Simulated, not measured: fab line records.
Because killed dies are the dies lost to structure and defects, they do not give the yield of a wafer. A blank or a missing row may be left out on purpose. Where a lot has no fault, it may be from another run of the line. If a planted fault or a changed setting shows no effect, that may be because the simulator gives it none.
Split-lot trial | flow berkeley_cmos170 | on a route of 331 steps: 5 lots, 23 wafers read

== THE SPLIT ITSELF ==
At UCB170_V2_COAT_07 (resist thk 900 nm), the setting spin_rpm was moved away from the recipe's 1500 rpm on 9 of the 23 wafers read, by -2.3% to +6.4%. For the rest of the wafers, this setting stayed at what the recipe calls for.

The reading is taken at the split's own step.

== THE READING ==
KrF_of_V2_COAT_07.thk_nm (the simulator's own value, which no gauge read), in nm, at UCB170_V2_COAT_07 (resist thk 900 nm). The file does not state a usual value for it. Average 900.6 nm, standard deviation 1.8 nm, over the 14 wafers here run with the recipe.

wafer  | tool, chamber at the split | spin_rpm as run, rpm | against the recipe | KrF_of_V2_COAT_07.thk_nm, nm | against lot-mates on the recipe
L074.1 | litho_track-04, 0          | 1500                 | recipe             | 901.5                        | -
L074.2 | litho_track-04, 0          | 1465                 | -2.3%              | 912.9                        | +11.2
L074.3 | litho_track-04, 0          | 1500                 | recipe             | 901                          | -
L074.4 | litho_track-04, 0          | 1465                 | -2.3%              | 914                          | +12.3
L074.6 | litho_track-04, 0          | 1500                 | recipe             | 902.7                        | -
L075.1 | litho_track-02, 0          | 1500                 | recipe             | 899.3                        | -
L075.2 | litho_track-02, 0          | 1572                 | +4.8%              | 879.3                        | -19.6
L075.3 | litho_track-02, 0          | 1572                 | +4.8%              | 876.8                        | -22.1
L075.4 | litho_track-02, 0          | 1500                 | recipe             | 897.8                        | -
L075.5 | litho_track-02, 0          | 1500                 | recipe             | 899.7                        | -
L076.1 | litho_track-02, 0          | 1532                 | +2.1%              | 892.5                        | -8.1
L076.3 | litho_track-02, 0          | 1532                 | +2.1%              | 888.7                        | -11.9
L076.4 | litho_track-02, 0          | 1532                 | +2.1%              | 892                          | -8.6
L076.5 | litho_track-02, 0          | 1500                 | recipe             | 901                          | -
L076.6 | litho_track-02, 0          | 1500                 | recipe             | 900.2                        | -
L082.1 | litho_track-02, 0          | 1500                 | recipe             | 900.2                        | -
L082.3 | litho_track-02, 0          | 1500                 | recipe             | 898.2                        | -
L082.5 | litho_track-02, 0          | 1500                 | recipe             | 899.8                        | -
L083.2 | litho_track-01, 0          | 1500                 | recipe             | 904                          | -
L083.3 | litho_track-01, 0          | 1500                 | recipe             | 900                          | -
L083.4 | litho_track-01, 0          | 1596                 | +6.4%              | 874.3                        | -28.2
L083.5 | litho_track-01, 0          | 1596                 | +6.4%              | 875.5                        | -27.0
L083.6 | litho_track-01, 0          | 1500                 | recipe             | 903.6                        | -

THE FIT
A straight line over all 23 wafers: KrF_of_V2_COAT_07.thk_nm changes by -4.42 nm for each +1% of spin_rpm; r = -0.98; the points scatter about the line by 2 nm.
The same after taking each lot's own level away (the mean of its wafers on the recipe; 23 wafers): -4.42 nm for each +1%; r = -0.99; scatter 1.3 nm.
According to that fit, moving spin_rpm by its largest amount changes the reading by 28 nm.
From 898.93 to 902.53 nm: that is the span of the lots' own levels, equal to 2.0 times the standard deviation above.
The two slopes agree, so the slope changes little with the lot-to-lot level.
Check: for one of the wafers moved furthest among these (+6.4%), held out of the fit, the line's prediction against its lot-mates is -28.1 nm. It came out at -28.2 nm against them.

== THESE WAFERS: OTHER SPLITS ==
Other splits were also applied to these wafers ahead of the reading. Each is held against what the fit with the lots' levels taken away leaves over:
other split on the same wafers  | wafers away from the commonest value | r with KrF_of_V2_COAT_07.thk_nm (lot level and that fit taken away)
UCB170_M2_COAT_05 resist_thk_nm | 7                                    | +0.09

== FILE'S OWN FIT ==
KrF_of_V2_COAT_07.thk_nm changes by -4.39 nm for each +1% of spin_rpm, r = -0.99.
